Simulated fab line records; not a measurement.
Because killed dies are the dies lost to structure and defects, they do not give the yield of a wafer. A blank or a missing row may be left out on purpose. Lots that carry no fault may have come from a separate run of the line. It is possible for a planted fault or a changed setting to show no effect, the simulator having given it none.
Problem report in the 8D (eight disciplines) form, filled by code / flow rit-cmos / the parts of the form that need people (team, actions taken, sign-off) are left out

## 1. PROBLEM STATEMENT
NWELL_TW at RIT_NWELL_TW_MEAS_10 reads a mean of 2036 on 6 wafers of 2 lots; wafers without a fault read 2160 with a standard deviation of 19. Relative to the usual mean, that is a shift of -6.5 standard deviations.
The first sign was on wafer L537.1 at day 5 08:30, on film-metro-04. Wafers with a number at this step in the record: 42, from 14 lots. The rule behind "out" and "out of limits": a value lying over 4 standard deviations away from the usual mean. The other wafers with a number count as sound.

## 2. WHAT THIS IS AND IS NOT
question=which readings at this step | is=NWELL_TW | is not=-
question=which lots | is=L537, L538 | is not=L522, L524, L527, L528, L529, L530, L531, L532, L534, L540, L543, L544
question=which wafers of those lots | is=all that have a number | is not=-
question=read on which gauges | is=film-metro-02, film-metro-04 | is not=film-metro-01
question=when | is=from day 5 08:30 | is not=up to then (27 sound wafers); but 9 sound wafers of L540, L543, L544 came after

## 3. THE SUSPECTS, EACH WITH WHAT RULES IT OUT
Counting: a tool at any process step up to the reading remains a suspect when it ran all the lots that are out and ran no sound lot after the first of those.
- the gauge at RIT_NWELL_TW_MEAS_10: ruled out. Those wafers that are out were read across 2 gauges (film-metro-02, film-metro-04).
- implanter-04 at RIT_NWELL_IMPLANT_08: kept. It processed each lot that is out, first L537 at day 5 08:11, and no sound lot thereafter; up to then, the last sound lot it processed was L531 at day 4 04:28. Its own dose-ions-cm2, faraday-current-uA readings are out on those wafers.
The count leaves implanter-04 at RIT_NWELL_IMPLANT_08.

## 4. THE CAUSE (what the simulator had put in)
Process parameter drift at RIT_NWELL_IMPLANT_08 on implanter-04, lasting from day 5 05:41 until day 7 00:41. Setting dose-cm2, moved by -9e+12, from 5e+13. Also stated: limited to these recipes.
Counting left only this tool.

## 5. SEQUENCE OF EFFECTS, ordered by route
Rows list readings where the struck wafers' mean (over those with a number) sits beyond 3 standard deviations from the usual. Scope: only readings with a usual standard deviation given in the record; hours: median across lots of the time from each lot's start at the first step in this table that gives one to its start at this step; sigmas: change in usual standard deviations.
hours=0; step=RIT_NWELL_IMPLANT_08; reading=dose-ions-cm2; usual=5e+13; on struck wafers=4e+13; change=-9e+12; sigmas=-99 or more
hours=0; step=RIT_NWELL_IMPLANT_08; reading=faraday-current-uA; usual=159; on struck wafers=129; change=-30; sigmas=-9.2
hours=0; step=RIT_NWELL_TW_MEAS_10; reading=NWELL_TW; usual=2160; on struck wafers=2036; change=-124; sigmas=-6.5
hours=8; step=RIT_WELLDRIVE_RS_MEAS_01; reading=NWELL_RS; usual=275.5 ohm/sq; on struck wafers=310.5; change=+35.0; sigmas=+41
It contains these process steps:
- RIT_NWELL_IMPLANT_08
Later measuring or inspecting steps at which every struck wafer that the step has a row for has a number for every such reading, and none has moved that far: RIT_PRETRO_OVL_MEAS_06, RIT_GATE_THK_MEAS_09.

## 6. WHAT WOULD HAVE CAUGHT IT SOONER
3 hours passed between the start of the fault at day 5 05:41 and the first reading out of limits at a measuring or inspecting step in this record, taken at day 5 08:30.
Tool's own readings at RIT_NWELL_IMPLANT_08, dose-ions-cm2, faraday-current-uA: out on all struck wafers the step has rows for; an alarm limit on them would have tripped on the first.
L538, from the lots that are out (2), started RIT_NWELL_IMPLANT_08 on implanter-04 later than day 5 08:30. Putting the tool on hold at that point would have spared it.
